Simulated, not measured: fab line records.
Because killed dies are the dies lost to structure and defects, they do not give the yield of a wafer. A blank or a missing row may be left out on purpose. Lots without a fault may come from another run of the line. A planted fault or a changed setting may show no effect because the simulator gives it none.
2 desks, one fault    flow rit_cmos    only its own numbers are on each desk; what lay behind them is given at the end

## FROM THE METROLOGY DESK
Lot by lot, what the gauges showed, no matter which tool ran the lot: averages of those sampled wafers that carry a number. If a lot's mean is further than 4 standard deviations from the usual mean, the lot is out of limits and carries the mark OUT (the distance appears in the brackets).
Columns: A = REOX_OXIDE_THK at RIT_REOX_THK_MEAS_04, usual 24.8 nm
lot   first seen here  A
L645  day 3 03:10      25.4
L646  day 3 06:53      25.7
L647  day 3 09:26      25.2
L648  day 3 17:08      25.7
L649  day 3 21:37      21.8 (-5.2) OUT
L650  day 4 00:26      21.8 (-5.3) OUT
L651  day 4 04:22      24.1
L652  day 4 12:37      25.6
L653  day 4 15:10      24.6
L654  day 4 22:36      21.3 (-6.1) OUT
L659  day 5 21:01      25.4
L660  day 6 04:37      24.5
L662  day 6 14:37      24.1
L666  day 7 09:39      25.1
L667  day 7 13:05      24.8
This desk's finding: out of limits on L649, L650, L654; first on L649, day 3 21:37 (REOX_OXIDE_THK at RIT_REOX_THK_MEAS_04). L645, L646, L647, L648, L651, L652, L653, L659, L660, L662, L666, L667: within limits.

## FOR THE TOOL OWNER'S DESK: furnace-03
The tool's own readings at RIT_REOX_OXIDATION_03 (target thk 25.2 nm, ox time 5580 s): means of the sampled wafers that have a number, for each lot that ran on this tool. If a lot's mean is further than 4 standard deviations from the usual mean, the lot is out of limits and carries the mark OUT (the distance appears in the brackets).
Columns: A = spike_tc_centre_C at RIT_REOX_OXIDATION_03, usual 901.6 C; B = spike_tc_load_C at RIT_REOX_OXIDATION_03, usual 925 C; C = spike_tc_source_C at RIT_REOX_OXIDATION_03, usual 925.6 C; D = tube_center_temp_C at RIT_REOX_OXIDATION_03, usual 900.01 C; E = tube_center_temp_C_max at RIT_REOX_OXIDATION_03, usual 902.4; F = zone_power_source_pct at RIT_REOX_OXIDATION_03, usual 28.5 %
lot   first seen here  A                 B    C                 D                         E                F
L645  day 3 00:37      903.8             924  928.5             900.05                    902.3            28.2
L648  day 3 14:34      903.0             925  927.1             899.99                    902.1            28.4
L649  day 3 19:04      888.7 (-9.2) OUT  910  913.0 (-6.3) OUT  885.95 (-99 or more) OUT  888.3 (-34) OUT  27.5
L650  day 3 21:52      888.7 (-9.2) OUT  912  913.9 (-5.8) OUT  886.03 (-99 or more) OUT  888.7 (-33) OUT  27.3
L654  day 4 20:03      888.7 (-9.2) OUT  911  912.8 (-6.4) OUT  885.97 (-99 or more) OUT  888.0 (-35) OUT  27.4
L667  day 7 10:32      902.5             924  927.6             899.97                    902.3            28.1
This desk finds L649, L650, L654 out of limits, L649 being first, at day 3 19:04 (spike_tc_centre_C at RIT_REOX_OXIDATION_03). L645, L648, L667: within limits.

## ALL TOGETHER
At day 3 19:04, on L649, L650, L654, the tool owner's desk was in a position to raise an alarm.
Metrology desk: alarm possible at day 3 21:37 on L649, L650, L654.
The lots listed all ran RIT_REOX_OXIDATION_03 on furnace-03.

## WHAT THE SIMULATOR HAD INSERTED
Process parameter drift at RIT_REOX_OXIDATION_03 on furnace-03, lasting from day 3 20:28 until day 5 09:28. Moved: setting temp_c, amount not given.
Struck lots among those shown: L649, L650, L654.
